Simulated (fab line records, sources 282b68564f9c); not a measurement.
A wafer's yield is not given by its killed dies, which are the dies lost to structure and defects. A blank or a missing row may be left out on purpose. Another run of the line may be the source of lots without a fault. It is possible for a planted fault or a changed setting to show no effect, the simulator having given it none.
Split-lot study | flow rit_cmos | 5 lots, 23 wafers read, on a route of 202 steps

## THE SPLIT
At RIT_NRETRO_IMPLANT_08, the setting dose_cm2 was moved away from the recipe's 1e+13 on 7 of the 23 wafers read, by -7.2% to +4.4%. For the rest of the wafers, this setting stayed at what the recipe calls for.

## FROM SPLIT TO READING: 1 step shown by the file between the two
- RIT_NRETRO_STRIP_09: strips in O2, time 180 s

## THE READING
NRETRO_TW, at RIT_NRETRO_TW_MEAS_10. Fault-free wafers of this fab line usually give 1041, standard deviation 10.

wafer  | tool, chamber at the split | dose_cm2 as run | against the recipe | NRETRO_TW | against lot-mates on the recipe
L075.2 | implanter-04, 0            | 1e+13           | recipe             | 1028      | -
L075.3 | implanter-04, 0            | 1e+13           | recipe             | 1036      | -
L075.4 | implanter-04, 0            | 1e+13           | recipe             | 1027      | -
L075.5 | implanter-04, 0            | 1e+13           | recipe             | 1034      | -
L075.6 | implanter-04, 0            | 1e+13           | recipe             | 1029      | -
L076.2 | implanter-04, 0            | 1e+13           | recipe             | 1051      | -
L076.4 | implanter-04, 0            | 1e+13           | recipe             | 1051      | -
L076.5 | implanter-04, 0            | 1e+13           | recipe             | 1058      | -
L078.2 | implanter-03, 0            | 1.021e+13       | +2.1%              | 1039      | -4
L078.3 | implanter-03, 0            | 1.021e+13       | +2.1%              | 1044      | +0
L078.4 | implanter-03, 0            | 1e+13           | recipe             | 1041      | -
L078.5 | implanter-03, 0            | 1.021e+13       | +2.1%              | 1049      | +6
L078.6 | implanter-03, 0            | 1e+13           | recipe             | 1046      | -
L083.1 | implanter-01, 0            | 1e+13           | recipe             | 1029      | -
L083.2 | implanter-01, 0            | 1e+13           | recipe             | 1030      | -
L083.3 | implanter-01, 0            | 1e+13           | recipe             | 1020      | -
L083.4 | implanter-01, 0            | 9.281e+12       | -7.2%              | 1001      | -25
L083.5 | implanter-01, 0            | 9.281e+12       | -7.2%              | 1000      | -26
L084.2 | implanter-03, 0            | 1e+13           | recipe             | 1030      | -
L084.3 | implanter-03, 0            | 1.044e+13       | +4.4%              | 1040      | +13
L084.4 | implanter-03, 0            | 1.044e+13       | +4.4%              | 1041      | +14
L084.5 | implanter-03, 0            | 1e+13           | recipe             | 1026      | -
L084.6 | implanter-03, 0            | 1e+13           | recipe             | 1026      | -

FIT RESULTS
A straight line over all 23 wafers: NRETRO_TW changes by +3.88 for each +1% of dose_cm2; r = +0.72; the points scatter about the line by 10.
The same after taking each lot's own level away (the mean of its wafers on the recipe; 23 wafers): +3.16 for each +1%; r = +0.91; scatter 4.
According to that fit, moving dose_cm2 by its largest amount changes the reading by 23.
From 1026.3 to 1053.3: that is the span of the lots' own levels, equal to 2.7 times the standard deviation above.
So the lot-to-lot level blurs the effect unless lot-mates are compared.
Check: for one of the wafers moved furthest among these (-7.2%), held out of the fit, the line's prediction against its lot-mates is -23. It came out at -25.3 against them.

## OTHER SPLITS APPLIED TO THESE WAFERS
Note: prior to the reading, these wafers also went through further splits. Each is held against what the fit with the lots' levels taken away leaves over:
other split on the same wafers    | wafers away from the commonest value | r with NRETRO_TW (lot level and that fit taken away)
RIT_ACTIVE_OXIDATION_01 ox_time_s | 15                                   | +0.30
RIT_ACTIVE_EXPOSE_08 dose_mj      | 11                                   | +0.03

## THE FILE'S OWN FIT
NRETRO_TW changes by +3.24 for each +1% of dose_cm2, r = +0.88.
